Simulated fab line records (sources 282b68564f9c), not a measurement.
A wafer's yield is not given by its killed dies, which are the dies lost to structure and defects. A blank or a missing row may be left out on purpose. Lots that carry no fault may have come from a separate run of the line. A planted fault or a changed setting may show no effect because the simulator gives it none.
Comparing a struck lot with a sound one	flow rit-cmos	15 out of 202 route steps
Sound: these wafers, L333.1, L333.2, L333.5. Wafers struck: L350.3, L350.4, L350.5. At the end, the cause is stated.
Order at every step that has rows: each side's tool, ch and its chambers, its first start. Under that, the readings that differ: sound wafers	struck wafers	difference of the means	sigmas: that difference in standard deviations of wafers without a fault.
alike: a reading whose means differ by less than 2 such deviations, as well as words and numbers matching on both sides. not compared: withheld readings; readings where some wafer has no value; bounds like >300 that might hide an equal value; numbers whose values overlap and for which the record gives no deviation.
A row with sigmas, a row that says differs or no value, or rows on one side alone: a step with any of these is where the two part. When numbers do not overlap yet have no deviation, they are printed without sigmas and do not part them. Lack of a reading on every wafer of one side parts them only where that side has two or more wafers.

RIT_ACTIVE_THK_MEAS_04:
  sound on film-metro-03 at day 2 00:14; struck on film-metro-03 at day 5 13:52
  alike: ACTIVE_NITRIDE_THK
then, 6 steps without rows for these wafers: RIT_ACTIVE_HMDS_05 (prime time 60 s); RIT_ACTIVE_COAT_06 (resist thk 1000 nm); RIT_ACTIVE_SOFTBAKE_07 (time 60 s); RIT_ACTIVE_EXPOSE_08 (exposes mask M1, target cd 1400 nm); RIT_ACTIVE_PEB_09; RIT_ACTIVE_DEVELOP_10 (develop time 50 s).
RIT_ACTIVE_CD_MEAS_11: the cd target is 1400 nm.
  sound on cd-sem-02 at day 2 01:16; struck on cd-sem-01 at day 5 14:53
reading	sound	struck	difference	sigmas
cd-nm (nm)	1401.6 1403.1 1402.0	1396.3 1396.7 1398.3	-5.1	-3
then, 1 step without rows for these wafers: RIT_ACTIVE_HARDBAKE_12 (time 60 s).
RIT_ACTIVE_ETCH_13: etches Si3N4 in SF6, stops on SiO2, time 210 s, target depth 210 nm.
  sound on rie-diel-02 ch 0,3, day 2 01:44; struck on rie-diel-02 ch 0,2, day 5 15:07
  alike: drypump-motor-current-A, oes-product-au, throttle-valve-pct
  not compared: rf-hours-counter-h
RIT_ACTIVE_STRIP_14: strips in O2, time 180 s.
  sound on plasma-asher-02 ch 0,1, day 2 01:52; struck on plasma-asher-02 ch 0,1, day 5 15:18
  alike: drypump-motor-current-A, rf-refl-power-W
  not compared: rf-hours-counter-h
RIT_ACTIVE_CD_MEAS_90: the cd target is 1400 nm.
  sound on cd-sem-01 at day 2 02:02; struck on cd-sem-02 at day 5 15:28
reading	sound	struck	difference	sigmas
cd-nm (nm)	1401.6 1403.0 1401.9	1396.3 1397.1 1398.3	-4.9	-3
RIT_ACTIVE_CLEAN_15: cleans in SC1, time 600 s.
  sound on wet-bench-03 ch 2, day 2 02:10; struck on wet-bench-03 ch 2, day 5 15:32
reading	sound	struck	difference	sigmas
run-length-s (s)	626 626 626	689 689 689	+63	+20
  alike: bath-guard-temp-C
then, 1 step without rows for these wafers: RIT_ACTIVE_CLEAN_16 (cleans in dHF, time 30 s).
RIT_M1_PROBE_99:
  only the struck wafers here have rows in the record (prober-02, day 7 11:44); the sound ones have none

## WHERE THEY PART
Earliest at RIT_ACTIVE_CD_MEAS_11; latest, in this record, at RIT_M1_PROBE_99.

WHY: what had been put in by the simulator
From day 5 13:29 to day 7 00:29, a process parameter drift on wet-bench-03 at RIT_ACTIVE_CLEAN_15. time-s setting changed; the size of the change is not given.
